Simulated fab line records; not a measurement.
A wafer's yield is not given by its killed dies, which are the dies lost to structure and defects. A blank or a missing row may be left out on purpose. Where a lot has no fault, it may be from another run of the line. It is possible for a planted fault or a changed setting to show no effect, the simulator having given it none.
Split-lot study -- flow berkeley-cmos170 -- 23 wafers read across 5 lots, on a route 331 steps long

== THE SPLIT ==
At UCB170_V2_PEB_10, the setting peb-temp-c was moved away from the recipe's 130 C on 8 of the 23 wafers read, by -2.0% to +1.2%. The other wafers ran this setting at the recipe's value.

== FROM THE SPLIT TO THE READING: what the file shows between them, 4 steps ==
- UCB170_V2_DEVELOP_11: develop time 45 s
- UCB170_V2_CD_MEAS_12: target cd 700 nm
- UCB170_V2_ETCH_14: etches SiO2 in CHF3/CF4/Ar, stops on Al, target depth 1250 nm, time 291 s (also split here: rf-w)
- UCB170_V2_STRIP_15: strips in O2

== THE READING ==
cd-nm, in nm, at UCB170_V2_CD_MEAS_90 (target cd 700 nm). Fault-free wafers of this fab line usually give 699.3 nm, standard deviation 1.7 nm.

wafer,"tool, chamber at the split","peb-temp-c as run, C",against the recipe,"cd-nm, nm",against lot-mates on the recipe
L074.1,"litho-track-02, 0",130,recipe,700.8,-
L074.2,"litho-track-02, 0",130,recipe,700.6,-
L074.4,"litho-track-02, 0",131.5,+1.2%,709.3,+8.9
L074.5,"litho-track-02, 0",131.5,+1.2%,708.6,+8.2
L074.6,"litho-track-02, 0",130,recipe,699.9,-
L076.1,"litho-track-04, 0",127.5,-1.9%,679.3,-19.2
L076.3,"litho-track-04, 0",127.5,-1.9%,681.1,-17.4
L076.4,"litho-track-04, 0",127.5,-1.9%,679.6,-18.9
L076.5,"litho-track-04, 0",130,recipe,698.1,-
L076.6,"litho-track-04, 0",130,recipe,698.9,-
L080.1,"litho-track-02, 0",130,recipe,703.1,-
L080.2,"litho-track-02, 0",127.4,-2.0%,682.8,-19.2
L080.3,"litho-track-02, 0",127.4,-2.0%,681.6,-20.4
L080.5,"litho-track-02, 0",127.4,-2.0%,683.9,-18.1
L080.6,"litho-track-02, 0",130,recipe,700.9,-
L081.1,"litho-track-02, 0",130,recipe,700.6,-
L081.2,"litho-track-02, 0",130,recipe,700.0,-
L081.3,"litho-track-02, 0",130,recipe,698.8,-
L081.4,"litho-track-02, 0",130,recipe,698.6,-
L081.5,"litho-track-02, 0",130,recipe,699.6,-
L084.3,"litho-track-02, 0",130,recipe,701.6,-
L084.5,"litho-track-02, 0",130,recipe,698.1,-
L084.6,"litho-track-02, 0",130,recipe,701.2,-

THE FIT
A straight line over all 23 wafers: cd-nm changes by +9.2 nm for each +1% of peb-temp-c; r = +0.99; the points scatter about the line by 1.6 nm.
The same after taking each lot's own level away (the mean of its wafers on the recipe; 23 wafers): +9.25 nm for each +1%; r = +0.99; scatter 1.1 nm.
On that fit, the largest move of peb-temp-c shifts the reading by 18 nm.
The span of the lots' own levels, 698.50 to 702.00 nm, comes to 2.1 times the standard deviation stated above.
The two slopes agree, so the slope changes little with the lot-to-lot level.
Check: with one of the wafers moved furthest among these (-2.0%) left out of the fit, the line predicts -18.8 nm for it against its lot-mates. It came out at -19.2 nm against them.

== ADDITIONAL SPLITS CARRIED BY THESE WAFERS ==
Other splits were also applied to these wafers ahead of the reading. Each is held against what the fit with the lots' levels taken away leaves over:
other split on the same wafers,wafers away from the commonest value,r with cd-nm (lot level and that fit taken away)
UCB170_V2_ETCH_14 rf-w,4,+0.27

== THE WHOLE CHAIN: every reading that the file lists as answering this split, in the file's order ==
step,what it does,reading,change (the file's fit),r (the file's)
UCB170_V2_CD_MEAS_12,target cd 700 nm,cd-nm,+9.07 nm for each +1% of the setting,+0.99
UCB170_V2_ETCH_14,"etches SiO2 in CHF3/CF4/Ar, stops on Al, target depth 1250 nm, time 291 s","V2.cd-nm (the simulator's own value, which no gauge read)",+9.21 nm for each +1% of the setting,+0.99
UCB170_V2_CD_MEAS_90,target cd 700 nm,cd-nm,+9.29 nm for each +1% of the setting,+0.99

== THE FILE'S OWN FIT ==
cd-nm changes by +9.29 nm for each +1% of peb-temp-c, r = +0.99.
